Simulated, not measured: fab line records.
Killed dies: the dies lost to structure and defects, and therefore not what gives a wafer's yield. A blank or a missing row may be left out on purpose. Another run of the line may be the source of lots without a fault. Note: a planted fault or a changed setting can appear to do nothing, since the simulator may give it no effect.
fab line records	flow ritCmos
record: lots: 6	wafers: 18	lastDay: 6
route steps=202 shown ACTIVE@8 FOX1@20 FOX2@23 M1@202
lots that met no fault: taken from a fault-free run of the same line
startH: the number of hours between the record's first day and the start of the first shown wafer of the lot	waitH: time in hours since the lot's previous step	" identical to the entry in the row above	L1.1+2: a row that stands for several wafers	- no value present, or no start provided	* or withheld: withheld	< > ~ a bound
route shown NAME@n: NAME is a module with steps in the file, n the number in the route of the first one	usual: mean/standard deviation of fault-free wafers	same: alike in all rows	chamber/n: place in a boat	sites: the reading at each site	_std_site: standard deviation of those values	_edge_site: inner sites' mean taken away from outer sites' mean	radiusMm: how far each site lies from the wafer's centre	mask NAME#n: copy n	behind: the most recent tool/chamber to have shaped the wafer	hold: reason for holding the lot/hours on hold/outcome of the hold	device: the transistor (n, p or np) that didn't switch	end of line: tests of these same wafers at the route's end	where a step has no rows: the recipe by itself	killed: not the wafer's yield, but the dies lost to structure and defects at the first sort	map: a wafer's dies, x killed, . not, _ none there
set.NAME: the setting the step ran with; set.NAME@STEP: the setting that earlier step ran with	model.NAME: the simulator's own value behind a step, which no gauge read
certain route steps with their lots: each step a table, each wafer a row
services: when a tool's chamber went out of use (startH, in hours from the record's first day, below 0 if earlier), for how many hours, and the reason
== steps ==
step: RIT_ACTIVE_SOFTBAKE_07
recipe: resist: NOVOLAK	tempC: 90	timeS: 60
step: RIT_ACTIVE_EXPOSE_08
recipe: maskId: M1	na: 0.6	sourceShape: conventional	sigmaOuter: 0.6	targetCdNm: 1400	doseMj: 225
step: RIT_ACTIVE_PEB_09
recipe: resist: NOVOLAK	tempC: withheld	timeS: withheld
step: RIT_ACTIVE_DEVELOP_10
recipe: resist: NOVOLAK	developTimeS: 50	devTempC: 23
step: RIT_ACTIVE_CD_MEAS_11
recipe: targetCdNm: 1400
usual: cdNm: 1400.0/2.2
lot.wafer	tool	chamber	startH	waitH	cdNm
L848.1	cdSem-02	-	14.44	-	1403.1
L848.3	"	-	"	"	1401.0
L848.6	"	-	"	"	1402.4
L852.2	cdSem-01	-	34.46	-	1398.4
L852.3	"	-	"	"	1398.0
L852.4	"	-	"	"	1397.7
L855.1	cdSem-01	-	49.56	-	1400.5
L855.2	"	-	"	"	1398.6
L855.3	"	-	"	"	1398.3
L861.1	cdSem-02	-	80.69	-	1398.7
L861.4	"	-	"	"	1398.5
L861.6	"	-	"	"	1397.4
L863.4	cdSem-02	-	89.50	-	1399.3
L863.5	"	-	"	"	1400.4
L863.6	"	-	"	"	1402.0
L864.2	cdSem-02	-	94.58	-	1401.0
L864.5	"	-	"	"	1401.2
L864.6	"	-	"	"	1399.9
step: RIT_ACTIVE_HARDBAKE_12
recipe: resist: NOVOLAK	tempC: 140	timeS: 60
step: RIT_ACTIVE_ETCH_13
recipe: stopOn: SiO2	chemistry: SF6	target: Si3N4	timeS: 210	overEtchFrac: 0.4	SF6_flow_sccm: 200	pressureMtorr: 260	rfW: 125	targetDepthA: 2100
usual: SF6_flow_sccm: 200.1/0.62	drypumpMotorCurrentA: 5.8/0.47	oesProductAu: 0.814/0.011	throttleValvePct: 7.42/0.085
lot.wafer	tool	chamber	startH	waitH	SF6_flow_sccm	drypumpMotorCurrentA	oesProductAu	rfHoursCounterH	throttleValvePct
L848.1	rieDiel-03	2	14.71	0.1	200.7	5.8	0.820	23	7.34
L848.3	"	1	"	"	201.0	6.6	0.813	4	7.33
L848.6	"	3	"	"	199.8	5.7	0.805	-	7.48
L852.2	rieDiel-01	3	34.71	0.1	200.5	6.1	0.815	119	7.43
L852.3	"	0	"	"	200.1	6.2	0.803	147	7.63
L852.4	"	1	"	"	199.9	5.2	0.826	26	7.34
L855.1	rieDiel-02	0	49.83	0.1	200.1	5.4	0.800	8	7.35
L855.2	"	3	"	"	200.7	5.2	0.803	17	7.49
L855.3	"	1	"	"	200.6	4.9	0.824	73	7.45
L861.1	rieDiel-03	3	80.96	0.1	201.5	5.7	0.807	119	7.50
L861.4	"	1	"	"	199.7	6.7	0.809	5	7.34
L861.6	"	2	"	"	201.4	5.8	0.820	-	7.34
L863.4	rieDiel-01	0	89.71	0.1	199.9	6.2	0.793	148	7.62
L863.5	"	2	"	"	199.6	5.7	0.812	-	7.36
L863.6	"	1	"	"	199.0	5.3	0.821	-	7.33
L864.2	rieDiel-03	1	94.83	0.1	200.3	6.6	0.822	5	7.36
L864.5	"	3	"	"	200.5	5.7	0.808	-	7.49
L864.6	"	2	"	"	200.7	5.8	0.823	-	7.37
step: RIT_ACTIVE_STRIP_14
recipe: chemistry: O2	timeS: 180	resist: NOVOLAK	platenTempC: withheld	powerW: 500	pressureMtorr: 4000	o2FlowSccm: 4000
usual: drypumpMotorCurrentA: 5.5/0.43
lot.wafer	tool	chamber	startH	waitH	drypumpMotorCurrentA	rfHoursCounterH
L848.1	plasmaAsher-03	1	14.84	0.1	5.8	23
L848.3	"	0	"	"	6.2	-
L848.6	"	1	"	"	5.7	-
L852.2	plasmaAsher-03	1	34.84	0.1	5.7	25
L852.3	"	0	"	"	6.1	-
L852.4	"	1	"	"	5.7	-
L855.1	plasmaAsher-02	0	49.97	0.1	5.5	41
L855.2	"	1	"	"	5.1	41
L855.3	"	1	"	"	5.1	-
L861.1	plasmaAsher-02	0	81.09	0.1	5.5	45
L861.4	"	0	"	"	5.5	-
L861.6	"	0	"	"	5.5	-
L863.4	plasmaAsher-02	1	89.90	0.1	5.1	-
L863.5	"	0	"	"	5.5	-
L863.6	"	1	"	"	5.1	-
L864.2	plasmaAsher-02	1	94.97	0.1	5.1	46
L864.5	"	1	"	"	5.1	-
L864.6	"	0	"	"	5.5	-
step: RIT_ACTIVE_CD_MEAS_90
recipe: targetCdNm: 1400
usual: cdNm: 1400.0/2.2
lot.wafer	tool	chamber	startH	waitH	cdNm
L848.1	cdSem-02	-	15.02	0.1	1402.6
L848.3	"	-	"	"	1400.9
L848.6	"	-	"	"	1403.1
L852.2	cdSem-01	-	35.04	0.1	1398.4
L852.3	"	-	"	"	1398.0
L852.4	"	-	"	"	1397.9
L855.1	cdSem-01	-	50.14	0.1	1400.7
L855.2	"	-	"	"	1398.5
L855.3	"	-	"	"	1398.7
L861.1	cdSem-01	-	81.27	0.1	1398.8
L861.4	"	-	"	"	1398.5
L861.6	"	-	"	"	1397.3
L863.4	cdSem-01	-	90.08	0.1	1399.4
L863.5	"	-	"	"	1400.5
L863.6	"	-	"	"	1402.5
L864.2	cdSem-01	-	95.16	0.1	1400.8
L864.5	"	-	"	"	1401.2
L864.6	"	-	"	"	1400.0
step: RIT_ACTIVE_CLEAN_15
recipe: chemistry: SC1	mix: 3:3:50	timeS: 600	tempC: 75
step: RIT_ACTIVE_CLEAN_16
recipe: chemistry: dHF	dilution: 50:1	timeS: 30
step: RIT_ACTIVE_CLEAN_17
recipe: chemistry: SC2	mix: 3:3:50	timeS: 600	tempC: 75	dry: n2Spin
step: RIT_FOX1_OXIDATION_00
recipe: tempC: 1100	ambient: H2O	targetThkA: 3507	pH2oTorr: 720	oxTimeS: 1130
usual: oxTimeS: 1130/0
lot.wafer	tool	chamber	startH	waitH	oxTimeS	model.SiO2_of_FOX1_OXIDATION_00.thkNm	model.Si3N4_of_ACTIVE_CVD_03.thkNm
L848.1	furnace-01	0	15.52	0.0	1130	344.1	141.9
L848.3	"	0	"	"	1130	358.4	141.8
L848.6	"	0	"	"	1130	349.1	141.3
L852.2	furnace-01	0	35.52	0.0	1130	352.8	143.4
L852.3	"	0	"	"	1130	351.9	142.3
L852.4	"	0	"	"	1130	344.4	142.7
L855.1	furnace-04	0	51.20	0.6	1130	349.9	142
L855.2	"	0	"	"	1130	348.4	140.7
L855.3	"	0	"	"	1130	346.8	140.8
L861.1	furnace-02	0	81.82	0.1	1130	345.2	143.1
L861.4	"	0	"	"	1130	349.2	143.8
L861.6	"	0	"	"	1130	343.9	142.2
L863.4	furnace-04	0	92.22	1.7	565	227.9	143.4
L863.5	"	0	"	"	565	226.4	142.3
L863.6	"	0	"	"	565	226.1	144
L864.2	furnace-04	0	97.21	1.6	565	225.2	145.6
L864.5	"	0	"	"	565	233.9	146.1
L864.6	"	0	"	"	565	235.1	146.8
step: RIT_FOX1_THK_MEAS_01
recipe: reads: SiO2_of_FOX1_OXIDATION_00
usual: FOX1_OXIDE_THK: 349/7
lot.wafer	tool	chamber	startH	waitH	FOX1_OXIDE_THK[nm]
L848.1	filmMetro-04	-	16.83	0.0	344
L848.3	"	-	"	"	358
L848.6	"	-	"	"	349
L852.2	filmMetro-02	-	36.84	0.0	353
L852.3	"	-	"	"	352
L852.4	"	-	"	"	344
L855.1	filmMetro-03	-	52.52	0.0	350
L855.2	"	-	"	"	349
L855.3	"	-	"	"	346
L861.1	filmMetro-04	-	83.14	0.0	345
L861.4	"	-	"	"	349
L861.6	"	-	"	"	344
L863.4	filmMetro-04	-	93.57	0.0	228
L863.5	"	-	"	"	226
L863.6	"	-	"	"	226
L864.2	filmMetro-04	-	98.53	0.0	225
L864.5	"	-	"	"	234
L864.6	"	-	"	"	235
step: RIT_FOX1_WET_ETCH_02
recipe: chemistry: BOE	targetDepthNm: 350	timeS: 390	tempC: 21.5	dry: n2Spin	dilution: 10:1	target: SiO2
step: RIT_FOX2_OXIDATION_00
recipe: tempC: 1100	ambient: H2O	targetThkA: 3507	pH2oTorr: 720	oxTimeS: 1130
step: RIT_FOX2_THK_MEAS_01
recipe: reads: SiO2_of_FOX2_OXIDATION_00
usual: FOX2_OXIDE_THK: 349/7.5
lot.wafer	tool	chamber	startH	waitH	FOX2_OXIDE_THK[nm]
L848.1	filmMetro-03	-	18.34	0.0	349
L848.3	"	-	"	"	355
L848.6	"	-	"	"	352
L852.2	filmMetro-01	-	38.68	0.0	355
L852.3	"	-	"	"	350
L852.4	"	-	"	"	352
L855.1	filmMetro-02	-	54.01	0.0	346
L855.2	"	-	"	"	349
L855.3	"	-	"	"	348
L861.1	filmMetro-03	-	84.64	0.0	341
L861.4	"	-	"	"	344
L861.6	"	-	"	"	342
L863.4	filmMetro-03	-	95.06	0.0	353
L863.5	"	-	"	"	346
L863.6	"	-	"	"	347
L864.2	filmMetro-02	-	103.90	0.0	353
L864.5	"	-	"	"	347
L864.6	"	-	"	"	351
step: RIT_FOX2_CLEAN_02
recipe: chemistry: dHF	dilution: 50:1	timeS: 180
lot.wafer	tool	chamber	startH	waitH	model.Si3N4_of_ACTIVE_CVD_03.thkNm
L848.1	wetBench-02	2	18.40	0.1	130.1
L848.3	"	2	"	"	130
L848.6	"	2	"	"	129.5
L852.2	wetBench-02	2	38.73	0.0	131.6
L852.3	"	2	"	"	130.6
L852.4	"	2	"	"	131
L855.1	wetBench-01	0	54.07	0.1	130.3
L855.2	"	0	"	"	129
L855.3	"	0	"	"	129.1
L861.1	wetBench-04	3	84.70	0.1	131.4
L861.4	"	3	"	"	132.1
L861.6	"	3	"	"	130.4
L863.4	wetBench-02	3	95.09	0.0	131.7
L863.5	"	3	"	"	130.6
L863.6	"	3	"	"	132.2
L864.2	wetBench-01	1	103.95	0.0	133.7
L864.5	"	1	"	"	134.3
L864.6	"	1	"	"	134.9
step: RIT_FOX2_WET_ETCH_03
recipe: chemistry: H3PO4	target: Si3N4	targetDepthNm: 195	tempC: 165	timeS: 2700
step: RIT_M1_PROBE_99
usual: killedAtFrontEnd: 7.1/2.8	killedDies: 7.2/2.8	killedOpen: 3.5/2	killedShort: 3.7/1.9
same: grossDies: 264	killed_at_M0_to_M3: 0	killed_at_M4_up: 0	killedAtBackSide: 0	killedAtContacts: 0	killedAtOther: 0
lot.wafer	tool	chamber	startH	waitH	killedAtFrontEnd	killedDies	killedOpen	killedShort	model.etest.nplusSal.widthNm	model.etest.pplusSal.widthNm	model.etest.pldd.widthNm	model.etest.nldd.widthNm	model.etest.nmosNarrow.driveUaUm	model.etest.pmosNarrow.driveUaUm	model.etest.fieldPMetal.vtV	model.etest.fieldP.vtV
L848.1	prober-01	-	56.28	0.1	15	15	8	7	3448	3452	3182	3169	224.3	103.6	-29.42	-12.71
L848.3	prober-01	-	56.38	0.2	6	6	4	2	3424	3415	3139	3159	216.3	99.11	-28.68	-12.62
L848.6	prober-01	-	56.53	0.2	5	5	0	5	3448	3452	3176	3183	227.2	102.3	-29.29	-12.67
L852.2	prober-01	-	76.54	0.1	8	8	3	5	3424	3416	3161	3160	229.4	103	-29.48	-12.88
L852.3	prober-01	-	76.59	0.2	8	8	6	2	3437	3436	3145	3166	225	98.61	-29.67	-12.77
L852.4	prober-01	-	76.64	0.2	8	8	4	4	3446	3441	3161	3190	224.9	99.71	-30.04	-12.91
L855.1	prober-02	-	93.80	0.1	12	12	6	6	3445	3461	3202	3203	227.6	101.1	-29.24	-12.47
L855.2	prober-02	-	93.85	0.1	9	9	4	5	3464	3457	3206	3196	217.3	98.01	-28.84	-12.42
L855.3	prober-02	-	93.90	0.2	8	8	2	6	3454	3458	3184	3188	222.9	100.8	-29.01	-12.42
L861.1	prober-02	-	128.67	0.1	1	1	0	1	3458	3446	3199	3206	228	99.55	-30.08	-12.84
L861.4	prober-02	-	128.82	0.2	7	7	3	4	3485	3468	3192	3182	226.4	98.36	-29.83	-12.8
L861.6	prober-02	-	128.92	0.2	7	7	6	1	3463	3465	3188	3215	222.9	96.94	-30.06	-12.86
L863.4	prober-02	-	138.63	0.2	16	16	9	7	3598	3577	3250	3268	231	105.4	-31.76	-13.81
L863.5	prober-02	-	138.68	0.2	8	8	3	4	3604	3575	3255	3265	239.4	107.4	-32.07	-13.86
L863.6	prober-02	-	138.73	0.2	7	7	4	3	3604	3578	3266	3272	237.2	106.2	-32.34	-13.84
L864.2	prober-01	-	149.02	0.1	9	9	4	4	3595	3595	3270	3274	233.4	105.2	-31.43	-13.78
L864.5	prober-01	-	149.17	0.2	7	7	2	4	3577	3570	3254	3272	234	104.3	-32.24	-13.79
L864.6	prober-01	-	149.22	0.2	5	5	1	4	3553	3566	3262	3280	236.3	106.1	-31.73	-13.76
killed by level:class
L848.1 SILICIDE:geometricParticle:open=4 GATE:geometricParticle:short=3 GATE:geometricParticle:open=2 SILICIDE:geometricParticle:short=2 FOX1:geometricParticle:short=1 REOX:geometricParticle:open=1 SPACER:geometricParticle:short=1 SPACER:geometricParticle:open=1
L848.3 FOX1:geometricParticle:short=2 SPACER:geometricParticle:open=2 FOX1:geometricParticle:open=1 GATE:geometricParticle:open=1
L848.6 SPACER:geometricParticle:short=3 FOX2:geometricParticle:short=1 SILICIDE:geometricParticle:short=1
L852.2 FOX2:geometricParticle:open=2 GATE:geometricParticle:short=2 REOX:geometricParticle:short=2 FOX2:geometricParticle:short=1 SPACER:geometricParticle:open=1
L852.3 FOX1:geometricParticle:open=2 GATE:geometricParticle:open=2 FOX1:geometricParticle:short=1 FOX2:geometricParticle:short=1 SPACER:geometricParticle:open=1 SILICIDE:geometricParticle:open=1
L852.4 FOX1:geometricParticle:open=2 FOX1:geometricParticle:short=2 GATE:geometricParticle:short=1 REOX:geometricParticle:open=1 SPACER:geometricParticle:open=1 SILICIDE:geometricParticle:short=1
L855.1 FOX1:geometricParticle:open=2 FOX1:geometricParticle:short=2 GATE:geometricParticle:open=2 GATE:geometricParticle:short=1 REOX:geometricParticle:open=1 REOX:geometricParticle:short=1 SPACER:geometricParticle:open=1 SPACER:geometricParticle:short=1
L855.2 FOX1:geometricParticle:short=2 FOX1:geometricParticle:open=2 SPACER:geometricParticle:short=2 GATE:geometricParticle:open=1 GATE:geometricParticle:short=1 SILICIDE:geometricParticle:open=1
L855.3 FOX2:geometricParticle:short=3 FOX1:geometricParticle:short=1 FOX2:geometricParticle:open=1 GATE:geometricParticle:open=1 REOX:geometricParticle:short=1 SILICIDE:geometricParticle:short=1
L861.1 FOX1:geometricParticle:short=1
L861.4 REOX:geometricParticle:short=2 SILICIDE:geometricParticle:short=2 SILICIDE:geometricParticle:open=2 REOX:geometricParticle:open=1
L861.6 FOX1:geometricParticle:open=2 FOX2:geometricParticle:open=1 GATE:geometricParticle:short=1 GATE:geometricParticle:open=1 REOX:geometricParticle:open=1 SILICIDE:geometricParticle:open=1
L863.4 SPACER:geometricParticle:open=5 SILICIDE:geometricParticle:short=4 GATE:geometricParticle:short=2 SILICIDE:geometricParticle:open=2 FOX1:geometricParticle:open=1 GATE:geometricParticle:open=1 SPACER:geometricParticle:short=1
L863.5 GATE:geometricParticle:short=2 REOX:geometricParticle:open=2 REOX:geometricParticle:short=1 SPACER:geometricParticle:open=1 SPACER:geometricParticle:short=1 ACTIVE:coatMicrobubblePrinted=1
L863.6 GATE:geometricParticle:open=2 GATE:geometricParticle:short=2 FOX2:geometricParticle:open=1 REOX:geometricParticle:open=1 SPACER:geometricParticle:short=1
L864.2 GATE:geometricParticle:short=3 GATE:geometricParticle:open=2 REOX:geometricParticle:open=2 REOX:geometricParticle:short=1 PSD:coatMicrobubblePrinted=1
L864.5 FOX2:geometricParticle:short=2 SPACER:geometricParticle:short=2 FOX2:geometricParticle:open=1 SILICIDE:geometricParticle:open=1 PSD:coatMicrobubblePrinted=1
L864.6 FOX1:geometricParticle:short=2 GATE:geometricParticle:short=1 GATE:geometricParticle:open=1 SILICIDE:geometricParticle:short=1
== services ==
tool	chamber	startH	hours	kind
rieDiel-02	1	-8.76	4.3	repair
rieDiel-01	2	-4.74	4.2	repair
plasmaAsher-03	-	-3.08	2.8	pm
rieDiel-02	1	21.34	2.6	repair
furnace-01	-	48.17	3.4	pm
rieDiel-01	-	51.72	2.2	repair
rieDiel-03	-	59.64	14.6	pm
furnace-01	-	61.85	75.5	pm
rieDiel-03	0	90.94	21.9	repair
rieDiel-03	1	100.13	4.4	repair
== key ==
firstSign: step: RIT_FOX1_OXIDATION_00	reading: oxTimeS	direction: down	sigmas: 99+	usual: *	struck: *
effect: step: RIT_FOX1_THK_MEAS_01	reading: FOX1_OXIDE_THK	direction: down	sigmas: 17	usual: 349	struck: 229
modelEffect: step: RIT_FOX1_OXIDATION_00	value: SiO2_of_FOX1_OXIDATION_00.thkNm	without: 351.9	struck: 229.1
modelEffect: step: RIT_FOX2_CLEAN_02	value: Si3N4_of_ACTIVE_CVD_03.thkNm	without: 130.6	struck: 132.9
modelEffect: step: RIT_M1_PROBE_99	value: etest.nplusSal.widthNm	without: 3453	struck: 3588
metAt RIT_FOX1_OXIDATION_00
struckWafers L863.4,L863.5,L863.6,L864.2,L864.5,L864.6
testerLeftOut L863,L864
onsetBetween 51.20 92.22
fault: kind: processParameterDrift	tool: furnace-04	chamber: -	onsetH: 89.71	steps: RIT_FOX1_OXIDATION_00	channel: oxTimeS	offset: *	shape: step	endH: 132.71	actsIn: *	stated: *
testerLeftOut: of these lots the tester's yield and bins aren't shown, on N5 and GAA mostly nor the transistor test; their killed dies are dies lost to structure and defects alone, not to doping, threshold or leakage, so they don't give the yield
